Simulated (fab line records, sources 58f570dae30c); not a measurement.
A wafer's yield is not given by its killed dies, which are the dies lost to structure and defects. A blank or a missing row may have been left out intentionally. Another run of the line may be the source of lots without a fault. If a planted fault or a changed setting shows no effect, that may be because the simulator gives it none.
Which tool is to blame? :: flow berkeley_cmos170 :: 13 lots with 39 wafers sampled at 5 steps, on a route of 331 steps

## WHAT THE GAUGES READ, wafer by wafer
UCB170_M1_CD_MEAS_90: target cd 700 nm. Usual: cd_nm at 700.2 nm, with a standard deviation of 1.9.
lot: L890
measured: day 8 06:20
on: cd_sem-01
cd_nm (nm): 700.0 699.7 702.2
flag: 

lot: L893
measured: day 9 04:15
on: cd_sem-02
cd_nm (nm): 700.7 701.9 697.3
flag: 

lot: L892
measured: day 9 04:34
on: cd_sem-02
cd_nm (nm): 698.8 701.6 699.4
flag: 

lot: L894
measured: day 9 06:58
on: cd_sem-01
cd_nm (nm): 697.3 695.5 699.4
flag: 

lot: L897
measured: day 9 14:05
on: cd_sem-02
cd_nm (nm): 698.7 700.6 700.6
flag: 

lot: L896
measured: day 9 14:31
on: cd_sem-01
cd_nm (nm): 702.1 701.3 700.3
flag: 

lot: L895
measured: day 9 15:46
on: cd_sem-01
cd_nm (nm): 700.4 702.1 699.2
flag: 

lot: L898
measured: day 11 00:34
on: cd_sem-02
cd_nm (nm): 700.9 700.9 698.5
flag: 

lot: L902
measured: day 11 02:10
on: cd_sem-02
cd_nm (nm): 698.0 700.2 700.3
flag: 

lot: L901
measured: day 11 02:19
on: cd_sem-01
cd_nm (nm): 700.2 700.0 699.7
flag: 

lot: L903
measured: day 11 14:19
on: cd_sem-01
cd_nm (nm): 699.2 700.0 700.4
flag: 

lot: L912
measured: day 13 16:28
on: cd_sem-01
cd_nm (nm): 698.4 701.4 698.1
flag: 

lot: L911
measured: day 13 18:49
on: cd_sem-02
cd_nm (nm): 699.9 698.1 698.0
flag: 

UCB170_V2_THK_MEAS_04. Usual: for V2_POLISHED_THK the level is 1000.5 nm and the standard deviation is 1.
lot: L890
measured: day 8 16:17
on: film_metro-04
V2_POLISHED_THK (nm): 1001.5 1002.5 999.3
flag: 

lot: L893
measured: day 9 12:19
on: film_metro-04
V2_POLISHED_THK (nm): 1001.2 999.9 1001.5
flag: 

lot: L892
measured: day 9 12:45
on: film_metro-03
V2_POLISHED_THK (nm): 1000.1 1001.3 1001.5
flag: 

lot: L894
measured: day 9 15:04
on: film_metro-04
V2_POLISHED_THK (nm): 998.7 1001.3 999.2
flag: 

lot: L897
measured: day 9 21:22
on: film_metro-01
V2_POLISHED_THK (nm): 999.6 997.8 1001.3
flag: 

lot: L896
measured: day 10 02:36
on: film_metro-01
V2_POLISHED_THK (nm): 1001.7 1001.0 1002.6
flag: 

lot: L895
measured: day 10 02:54
on: film_metro-01
V2_POLISHED_THK (nm): 1000.3 1001.2 1001.6
flag: 

lot: L898
measured: day 11 07:47
on: film_metro-03
V2_POLISHED_THK (nm): 999.2 1000.8 998.9
flag: 

lot: L902
measured: day 11 10:31
on: film_metro-04
V2_POLISHED_THK (nm): 1001.3 999.5 1001.9
flag: 

lot: L901
measured: day 11 10:50
on: film_metro-01
V2_POLISHED_THK (nm): 1000.0 1001.1 999.8
flag: 

lot: L903
measured: day 11 21:53
on: film_metro-01
V2_POLISHED_THK (nm): 999.6 1000.3 1001.1
flag: 

lot: L912
measured: day 14 00:08
on: film_metro-04
V2_POLISHED_THK (nm): 1328.6 1000.7 1001.6
flag: OFF

lot: L911
measured: day 14 02:22
on: film_metro-03
V2_POLISHED_THK (nm): 1000.4 1000.0 998.3
flag: 

UCB170_V2_OVL_MEAS_13. Usual: for V2_OVL the level is 1 nm and the standard deviation is 5.4.
lot: L890
measured: day 8 17:48
on: overlay-01
V2_OVL (nm): -1 0 4
flag: 

lot: L893
measured: day 9 13:52
on: overlay-01
V2_OVL (nm): -7 -4 2
flag: 

lot: L892
measured: day 9 14:05
on: overlay-01
V2_OVL (nm): 12 7 7
flag: 

lot: L894
measured: day 9 16:44
on: overlay-01
V2_OVL (nm): 2 -2 -6
flag: 

lot: L897
measured: day 9 22:49
on: overlay-02
V2_OVL (nm): 4 -3 -3
flag: 

lot: L896
measured: day 10 03:48
on: overlay-01
V2_OVL (nm): 0 0 -1
flag: 

lot: L895
measured: day 10 04:13
on: overlay-02
V2_OVL (nm): 5 3 -3
flag: 

lot: L898
measured: day 11 09:19
on: overlay-01
V2_OVL (nm): -7 -3 -5
flag: 

lot: L902
measured: day 11 12:02
on: overlay-02
V2_OVL (nm): -1 1 3
flag: 

lot: L901
measured: day 11 12:35
on: overlay-02
V2_OVL (nm): 0 -1 -7
flag: 

lot: L903
measured: day 11 23:47
on: overlay-02
V2_OVL (nm): 8 6 6
flag: 

lot: L912
measured: day 14 01:33
on: overlay-02
V2_OVL (nm): 3 7 5
flag: 

lot: L911
measured: day 14 03:58
on: overlay-01
V2_OVL (nm): 4 2 8
flag: 

## WHAT TOOL EACH LOT RAN ON (gives the tool, then ch and the chambers of the sampled wafers, and finally the start)
lot: L890
UCB170_M1_SPUTTER_00: pvd_sputter-04, day 8 04:34
UCB170_V2_CMP_02: cmp-02 ch 1,2,3, day 8 15:58

lot: L893
UCB170_M1_SPUTTER_00: pvd_sputter-02, day 9 01:19
UCB170_V2_CMP_02: cmp-01 ch 0,1,2, day 9 11:59

lot: L892
UCB170_M1_SPUTTER_00: pvd_sputter-03, day 9 01:52
UCB170_V2_CMP_02: cmp-02 ch 0,1,3, day 9 12:23

lot: L894
UCB170_M1_SPUTTER_00: pvd_sputter-04, day 9 05:28
UCB170_V2_CMP_02: cmp-01 ch 0,1,3, day 9 14:38

lot: L897
UCB170_M1_SPUTTER_00: pvd_sputter-04, day 9 12:30
UCB170_V2_CMP_02: cmp-01 ch 1,3, day 9 20:56

lot: L896
UCB170_M1_SPUTTER_00: pvd_sputter-02, day 9 12:50
UCB170_V2_CMP_02: cmp-01 ch 0,1,3, day 10 02:17

lot: L895
UCB170_M1_SPUTTER_00: pvd_sputter-03, day 9 14:14
UCB170_V2_CMP_02: cmp-01 ch 0,1,2, day 10 02:29

lot: L898
UCB170_M1_SPUTTER_00: pvd_sputter-02, day 10 22:56
UCB170_V2_CMP_02: cmp-01 ch 0,1,2, day 11 07:28

lot: L902
UCB170_M1_SPUTTER_00: pvd_sputter-02, day 11 00:26
UCB170_V2_CMP_02: cmp-02 ch 1,2,3, day 11 10:05

lot: L901
UCB170_M1_SPUTTER_00: pvd_sputter-03, day 11 00:38
UCB170_V2_CMP_02: cmp-01 ch 0,3, day 11 10:25

lot: L903
UCB170_M1_SPUTTER_00: pvd_sputter-03, day 11 12:28
UCB170_V2_CMP_02: cmp-01 ch 0,1,2, day 11 21:28

lot: L912
UCB170_M1_SPUTTER_00: pvd_sputter-02, day 13 14:31
UCB170_V2_CMP_02: cmp-01 ch 0,2,3, day 13 23:43

lot: L911
UCB170_M1_SPUTTER_00: pvd_sputter-04, day 13 16:52
UCB170_V2_CMP_02: cmp-02 ch 0,1,3, day 14 02:05
- UCB170_M1_SPUTTER_00: material Al, target thk 600 nm, time 80 s.
- UCB170_V2_CMP_02: polishes SiO2.

## WHAT THE TOOLS THEMSELVES READ (means of the sampled wafers that have a number; where no wafer has one, the mark that the record gives instead)
UCB170_M1_SPUTTER_00. Usual: chamber_pressure_pa 0.4999 Pa, standard deviation 0.0011; throttle_valve_pct 30.1 %, standard deviation 1.
lot: L890
tool: pvd_sputter-04
chamber_pressure_pa (Pa): 0.5003
throttle_valve_pct (%): 30.1
flag: 

lot: L893
tool: pvd_sputter-02
chamber_pressure_pa (Pa): 0.5007
throttle_valve_pct (%): 30.5
flag: 

lot: L892
tool: pvd_sputter-03
chamber_pressure_pa (Pa): 0.5008
throttle_valve_pct (%): 29.0
flag: 

lot: L894
tool: pvd_sputter-04
chamber_pressure_pa (Pa): 0.5005
throttle_valve_pct (%): 30.3
flag: 

lot: L897
tool: pvd_sputter-04
chamber_pressure_pa (Pa): 0.4991
throttle_valve_pct (%): 30.8
flag: 

lot: L896
tool: pvd_sputter-02
chamber_pressure_pa (Pa): 0.5002
throttle_valve_pct (%): 30.5
flag: 

lot: L895
tool: pvd_sputter-03
chamber_pressure_pa (Pa): 0.4999
throttle_valve_pct (%): 29.3
flag: 

lot: L898
tool: pvd_sputter-02
chamber_pressure_pa (Pa): 0.4997
throttle_valve_pct (%): 30.5
flag: 

lot: L902
tool: pvd_sputter-02
chamber_pressure_pa (Pa): 0.5000
throttle_valve_pct (%): 30.4
flag: 

lot: L901
tool: pvd_sputter-03
chamber_pressure_pa (Pa): 0.4993
throttle_valve_pct (%): 29.2
flag: 

lot: L903
tool: pvd_sputter-03
chamber_pressure_pa (Pa): 0.4992
throttle_valve_pct (%): 29.3
flag: 

lot: L912
tool: pvd_sputter-02
chamber_pressure_pa (Pa): 0.5003
throttle_valve_pct (%): 29.8
flag: 

lot: L911
tool: pvd_sputter-04
chamber_pressure_pa (Pa): 0.5001
throttle_valve_pct (%): 30.6
flag: 

UCB170_V2_CMP_02. Usual: motor_current_A at 16.0 A, with a standard deviation of 2.2.
lot: L890
tool: cmp-02
motor_current_A (A): 16.3
flag: 

lot: L893
tool: cmp-01
motor_current_A (A): 17.4
flag: 

lot: L892
tool: cmp-02
motor_current_A (A): 16.3
flag: 

lot: L894
tool: cmp-01
motor_current_A (A): 15.7
flag: 

lot: L897
tool: cmp-01
motor_current_A (A): 13.9
flag: 

lot: L896
tool: cmp-01
motor_current_A (A): 15.7
flag: 

lot: L895
tool: cmp-01
motor_current_A (A): 17.0
flag: 

lot: L898
tool: cmp-01
motor_current_A (A): 17.5
flag: 

lot: L902
tool: cmp-02
motor_current_A (A): 16.7
flag: 

lot: L901
tool: cmp-01
motor_current_A (A): 17.4
flag: 

lot: L903
tool: cmp-01
motor_current_A (A): 16.8
flag: 

lot: L912
tool: cmp-01
motor_current_A (A): 16.7
flag: 

lot: L911
tool: cmp-02
motor_current_A (A): 15.6
flag: 

## THE ANSWER, worked out from the rows above alone
Rule: take the mean of a lot's wafers that have a number; if it is more than 3 standard deviations from the usual mean, the lot is off. A lot without any number at a reading at which 4 lots or more have one is off too. All remaining lots with rows at the step are treated as sound. The gauges are gone through in route order, then the tools' own readings, and for those a lot's mean is taken as printed above. At the first step where some lot is off, the reading lying furthest off is the one used; lots without a number count as furthest.
Off: L912, at UCB170_V2_THK_MEAS_04 (V2_POLISHED_THK).
A tool fits if, at a process step before that reading, it ran every lot that is off, and no sound lot after the first of them. The gauges at UCB170_V2_THK_MEAS_04 are tried like those tools. Can't be told from this: 3 tools fit, pvd_sputter-02 at UCB170_M1_SPUTTER_00, cmp-01 at UCB170_V2_CMP_02, film_metro-04 at UCB170_V2_THK_MEAS_04.

## WHAT WAS PUT IN BY THE SIMULATOR
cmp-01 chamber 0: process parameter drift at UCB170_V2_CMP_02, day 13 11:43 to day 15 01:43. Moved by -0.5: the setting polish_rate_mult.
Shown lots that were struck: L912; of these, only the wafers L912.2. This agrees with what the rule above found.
